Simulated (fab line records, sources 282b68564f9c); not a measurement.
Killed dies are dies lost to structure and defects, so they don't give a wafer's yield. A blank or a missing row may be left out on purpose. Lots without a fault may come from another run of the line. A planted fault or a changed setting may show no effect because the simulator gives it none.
Which tool did it? | flow rit_cmos | 16 lots, 48 wafers sampled, at 2 steps of a route of 202

WHAT THE GAUGES READ, wafer by wafer
RIT_GATE_CD_MEAS_16: target cd 150 nm.
lot  | measured    | on        | cd_nm (nm)
L954 | day 2 14:55 | cd_sem-02 | 147.3 145.8 144.6
L956 | day 3 01:21 | cd_sem-01 | 150.6 149.5 147.6
L957 | day 3 06:20 | cd_sem-01 | 146.5 145.8 145.1
L958 | day 3 14:46 | cd_sem-01 | 146.6 147.5 149.4
L959 | day 3 17:31 | cd_sem-02 | 151.1 150.3 149.9
L960 | day 4 01:22 | cd_sem-02 | 147.0 146.4 146.7
L961 | day 4 04:56 | cd_sem-01 | 152.3 153.7 152.8
L962 | day 4 09:32 | cd_sem-02 | 152.8 152.6 150.3
L963 | day 4 13:29 | cd_sem-02 | 148.9 147.3 148.9
L964 | day 4 19:16 | cd_sem-01 | 221.1 220.6 218.0 220.8 220.8 218.1
L965 | day 4 23:00 | cd_sem-02 | 150.1 147.9 148.4
L969 | day 5 18:28 | cd_sem-02 | 197.8 196.0 198.9 197.7 195.9 199.1
L971 | day 6 03:14 | cd_sem-01 | 189.2 189.3 187.9 189.1 189.7 188.0
L972 | day 6 10:08 | cd_sem-02 | 184.8 181.4 182.5 184.7 181.4 182.4
L975 | day 6 22:47 | cd_sem-01 | 150.4 150.4 150.9
L977 | day 7 09:04 | cd_sem-02 | 146.9 146.4 148.3

WHICH TOOL RAN EACH LOT (tool, then ch and the chambers of the sampled wafers, then the start)
lot  | RIT_GATE_EXPOSE_13
L954 | iline_stepper-01 ch 0, day 2 14:31
L956 | iline_stepper-01 ch 0, day 3 00:57
L957 | iline_stepper-02 ch 0, day 3 05:56
L958 | iline_stepper-02 ch 0, day 3 14:22
L959 | iline_stepper-01 ch 0, day 3 17:07
L960 | iline_stepper-02 ch 0, day 4 00:58
L961 | iline_stepper-02 ch 0, day 4 04:32
L962 | iline_stepper-01 ch 0, day 4 09:02
L963 | iline_stepper-01 ch 0, day 4 13:05
L964 | iline_stepper-01 ch 0, day 4 18:52
L965 | iline_stepper-02 ch 0, day 4 22:36
L969 | iline_stepper-01 ch 0, day 5 18:04
L971 | iline_stepper-01 ch 0, day 6 02:50
L972 | iline_stepper-01 ch 0, day 6 09:44
L975 | iline_stepper-02 ch 0, day 6 22:23
L977 | iline_stepper-02 ch 0, day 7 08:40
- RIT_GATE_EXPOSE_13: exposes mask M6, target cd 150 nm.

WHAT THE TOOLS THEMSELVES READ (means of the sampled wafers that have a number; where no wafer has one, the mark that the record gives instead)
RIT_GATE_EXPOSE_13.
lot  | tool             | exposure_dose_mJ_cm2
L954 | iline_stepper-01 | 380.0
L956 | iline_stepper-01 | 379.7
L957 | iline_stepper-02 | 379.8
L958 | iline_stepper-02 | 380.2
L959 | iline_stepper-01 | 380.1
L960 | iline_stepper-02 | 379.9
L961 | iline_stepper-02 | 380.0
L962 | iline_stepper-01 | 379.8
L963 | iline_stepper-01 | 380.4
L964 | iline_stepper-01 | 334.0
L965 | iline_stepper-02 | 379.8
L969 | iline_stepper-01 | 342.5
L971 | iline_stepper-01 | 350.4
L972 | iline_stepper-01 | 356.4
L975 | iline_stepper-02 | 379.8
L977 | iline_stepper-02 | 379.6

THE ANSWER, worked out from the rows above alone
Rule: what is usual is taken from the lots themselves. Put in order of their means at a reading, lots are off if they are a third of the lots or fewer, leave a main group of 4 or more, and stand apart from it by a gap of 3 or more times the standard deviation of the main group's means; of several such gaps the widest counts. A main group whose means are all the same, to the digits that the tables above print for the reading, isn't used. A lot without any number at a reading at which 4 lots or more have one is off too. The other lots that the step has rows for count as sound. The gauges are gone through in route order, then the tools' own readings, and for those a lot's mean is taken as printed above. The first step at which some lot is off is used, and at that step the reading that is off furthest; a lot without a number counts as furthest.
Off: L964, L969, L971, L972, at RIT_GATE_CD_MEAS_16 (cd_nm). The main group: mean 148.8 nm, standard deviation 2.2.
A tool fits if, at a process step before that reading, it ran every lot that is off, and no sound lot after the first of them. The gauges at RIT_GATE_CD_MEAS_16 aren't tried: what is off there is off at RIT_GATE_EXPOSE_13 too, on other tools, and a gauge's error can't cause that. One fits: iline_stepper-01 at RIT_GATE_EXPOSE_13. Its last sound lot is L963 (day 4 13:05), its first lot that is off L964 (day 4 18:52): a fault that began between those two fits.
The tool's own readings at RIT_GATE_EXPOSE_13 bear it out: on the lots that are off they differ by more than 5 times the standard deviation of the sound lots' means. exposure_dose_mJ_cm2 reads 345.8 there against 379.9 on the sound lots.

WHAT THE SIMULATOR HAD PUT IN
Process parameter drift: iline_stepper-01, from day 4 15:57 on, at RIT_GATE_EXPOSE_13. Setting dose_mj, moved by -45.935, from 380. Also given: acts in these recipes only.
Lots struck among those shown: L964, L969, L971, L972. The rule above found the same.
